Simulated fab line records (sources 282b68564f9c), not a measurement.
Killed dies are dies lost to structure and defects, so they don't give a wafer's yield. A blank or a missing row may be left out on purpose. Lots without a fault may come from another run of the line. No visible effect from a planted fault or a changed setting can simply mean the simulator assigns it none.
Which tool was responsible? -- flow rit-cmos -- 13 lots, 39 wafers sampled, at 1 step of a route of 202

## WHAT EACH GAUGE READ, for each wafer
RIT_FOX2_THK_MEAS_90.
lot,measured,on,FIELD_OXIDE_LEFT_1_THK (nm)
L532,day 1 19:12,film-metro-01,333 333 333
L533,day 2 01:38,film-metro-01,316 320 318
L534,day 2 05:34,film-metro-01,316 315 321
L535,day 2 10:28,film-metro-02,326 325 322
L538,day 3 01:43,film-metro-01,320 322 321
L541,day 3 16:45,film-metro-01,333 331 327
L542,day 3 22:14,film-metro-01,322 323 319
L543,day 4 03:06,film-metro-01,322 318 324
L547,day 4 22:52,film-metro-01,329 327 329
L551,day 5 18:13,film-metro-01,335 329 341
L552,day 5 23:16,film-metro-01,315 323 321
L553,day 6 05:44,film-metro-02,329 332 331
L554,day 6 10:40,film-metro-01,309 315 312

## WHAT TOOL EACH LOT RAN ON (gives the tool, then ch and the chambers of the sampled wafers, and finally the start)
There is no process step in the record ahead of these readings.

## WHAT THE TOOLS THEMSELVES READ (means of the sampled wafers that have a number; where no wafer has one, the mark that the record gives instead)
The record holds no such reading with a usual standard deviation.

## THE ANSWER, worked out from the rows above alone
Rule: the usual values come from the lots themselves. Put in order of their means at a reading, lots are off if they are a third of the lots or fewer, leave a main group of 4 or more, and stand apart from it by a gap of 3 or more times the standard deviation of the main group's means; of several such gaps the widest counts. Not used: any main group whose means are identical at the precision the tables above print for the reading. Also off: a lot with no number at a reading for which 4 or more lots have one. The other lots that the step has rows for count as sound. Order of review: gauges by route order, followed by the tools' own readings, for which a lot's mean as printed above is used. The first step at which some lot is off is used, and at that step the reading that is off furthest; a lot without a number counts as furthest.
No lot is off at any reading shown: from this, nothing can be told.

## WHAT THE SIMULATOR HAD INSERTED
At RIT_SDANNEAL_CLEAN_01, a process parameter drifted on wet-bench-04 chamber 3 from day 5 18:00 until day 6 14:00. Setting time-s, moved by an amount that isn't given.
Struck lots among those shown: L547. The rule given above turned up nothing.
